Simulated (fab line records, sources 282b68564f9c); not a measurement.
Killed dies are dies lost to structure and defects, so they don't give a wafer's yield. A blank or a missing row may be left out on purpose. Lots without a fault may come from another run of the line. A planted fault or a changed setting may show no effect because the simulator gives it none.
A struck lot beside a sound one | flow rit_cmos | 15 steps out of a route of 202
Sound: wafers L700.1, L700.3, L700.5. Struck: wafers L717.1, L717.2, L717.4. The cause comes at the end.
At each step with rows: each side's tool, then ch and its chambers, then its first start. Under that, the readings that differ: sound wafers | struck wafers | difference of the means | sigmas: that difference in standard deviations of wafers without a fault.
alike: readings whose means differ by less than 2 such deviations, and words and numbers that are the same on both sides. not compared: withheld readings, readings that some wafer has no value for, bounds like >300 that may hide the same value, and numbers for which the record gives no deviation and whose values overlap.
The two part at a step that has a row with sigmas, a row that says differs or no value, or rows on one side only. Numbers that don't overlap but have no deviation are shown without sigmas and don't part them. A reading that every wafer of one side lacks parts them only if that side has two wafers or more.

RIT_NWELL_TW_MEAS_10:
  sound on film_metro-04, day 2 06:06; struck on film_metro-04, day 5 10:07
  alike: NWELL_TW
then, 6 steps without rows for these wafers: RIT_PWELL_HMDS_00 (prime time 60 s); RIT_PWELL_COAT_01 (resist thk 1300 nm); RIT_PWELL_SOFTBAKE_02 (time 60 s); RIT_PWELL_EXPOSE_03 (exposes mask M3, target cd 43700 nm); RIT_PWELL_PEB_04; RIT_PWELL_DEVELOP_05 (develop time 68 s).
RIT_PWELL_OVL_MEAS_06:
  sound on overlay-02, day 2 07:02; struck on overlay-01, day 5 11:04
  alike: PWELL_OVL
then, 2 steps without rows for these wafers: RIT_PWELL_HARDBAKE_07 (time 120 s); RIT_PWELL_IMPLANT_08.
RIT_PWELL_STRIP_09: strips in O2, time 180 s.
  sound on plasma_asher-02 ch 0,1, day 2 07:28; struck on plasma_asher-04 ch 0,1, day 5 11:30
  alike: drypump_motor_current_A
  not compared: rf_hours_counter_h
RIT_PWELL_TW_MEAS_10:
  sound on film_metro-02, day 2 07:39; struck on film_metro-04, day 5 11:40
  reading  | sound       | struck      | difference | sigmas
  PWELL_TW | 963 962 960 | 936 940 937 | -24        | -2
RIT_WELLDRIVE_ANNEAL_00: time 14700 s.
  sound on furnace-01 ch 0, day 2 07:43; struck on furnace-01 ch 0, day 5 17:22
  alike: tube_center_temp_C_max, zone_power_source_pct
RIT_WELLDRIVE_RS_MEAS_01: measures by four-point-probe.
  sound on film_metro-04, day 2 12:47; struck on film_metro-03, day 5 22:27
  alike: NWELL_RS
RIT_M1_PROBE_99:
  sound on prober-02, day 3 18:08; struck on prober-01, day 7 05:27
  alike: killed_at_front_end, killed_dies, killed_open, killed_short

WHERE THEY PART
Only at RIT_PWELL_TW_MEAS_10, within this record. Later steps at which nothing parts them and some readings are alike: RIT_WELLDRIVE_ANNEAL_00, RIT_WELLDRIVE_RS_MEAS_01, RIT_M1_PROBE_99.

WHY: what the simulator had put in
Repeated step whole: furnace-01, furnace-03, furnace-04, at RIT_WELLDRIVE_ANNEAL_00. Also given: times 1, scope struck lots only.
